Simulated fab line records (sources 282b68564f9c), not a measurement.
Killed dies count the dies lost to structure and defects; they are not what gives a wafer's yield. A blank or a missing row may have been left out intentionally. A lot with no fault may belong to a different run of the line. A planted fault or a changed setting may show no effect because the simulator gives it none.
A lot that was struck, set against a sound lot    flow rit-cmos    15 steps out of a route of 202
Sound: the wafers L469.1, L469.2, L469.3. Struck: wafer L474.5 (L474.1, L474.6, from the same lot, were not struck and are left out); the cause is given at the end.
At each step with rows: each side's tool, then ch and its chambers, then its first start. Under that, the readings that differ: sound wafers    struck wafers    difference of the means    sigmas: that difference in standard deviations of wafers without a fault.
alike: a reading whose means differ by less than 2 such deviations, as well as words and numbers matching on both sides. not compared: withheld readings; readings where some wafer has no value; bounds like >300 that might hide an equal value; numbers whose values overlap and for which the record gives no deviation.
Wherever a step has rows on one side only, a row that says differs or no value, or a row with sigmas, the two part there. When numbers do not overlap yet have no deviation, they are printed without sigmas and do not part them. A reading missing from all wafers of one side parts the sides only when that side holds two or more wafers.

first, 2 steps without rows for these wafers: RIT_REOX_CLEAN_02 (cleans in SC2, time 600 s); RIT_REOX_OXIDATION_03 (target thk 25.2 nm, ox time 5580 s).
RIT_REOX_THK_MEAS_04:
  struck on film-metro-04, day 5 10:00; sound on film-metro-02, day 4 04:20
  alike: REOX_OXIDE_THK
then, 6 steps without rows for these wafers: RIT_NLDD_HMDS_00 (prime time 60 s); RIT_NLDD_COAT_01 (resist thk 1000 nm); RIT_NLDD_SOFTBAKE_02 (time 60 s); RIT_NLDD_EXPOSE_03 (exposes mask M7, target cd 40700 nm); RIT_NLDD_PEB_04; RIT_NLDD_DEVELOP_05 (develop time 50 s).
RIT_NLDD_OVL_MEAS_06:
  struck on overlay-01, day 5 11:02; sound on overlay-02, day 4 05:14
  alike: NLDD_OVL
then, 2 steps without rows for these wafers: RIT_NLDD_HARDBAKE_07 (time 60 s); RIT_NLDD_IMPLANT_08.
RIT_NLDD_STRIP_09: strips in O2, time 180 s.
  sound on plasma-asher-02 ch 0,1, day 4 05:35; struck on plasma-asher-02 ch 0, day 5 11:22
reading                         sound           struck  difference  sigmas
chamber-pressure-mTorr (mTorr)  3999 4006 4004  2006    -1997       -99 or more
  alike: drypump-motor-current-A
  not compared: rf-hours-counter-h
RIT_NLDD_TW_MEAS_10:
  struck on film-metro-04, day 5 11:32; sound on film-metro-01, day 4 05:45
  alike: NLDD_TW
RIT_M1_PROBE_99:
  struck on prober-02, day 6 02:43; sound on prober-01, day 4 20:37
  alike: killed-at-front-end, killed-dies, killed-on-rim, killed-open, killed-short

== WHERE THEY PART ==
Only at RIT_NLDD_STRIP_09, as far as this record shows. Later steps at which nothing parts them and some readings are alike: RIT_NLDD_TW_MEAS_10, RIT_M1_PROBE_99.

WHY: the cause the simulator had injected
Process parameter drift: plasma-asher-02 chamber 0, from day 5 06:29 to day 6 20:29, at RIT_NLDD_STRIP_09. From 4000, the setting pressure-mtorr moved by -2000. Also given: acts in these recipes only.
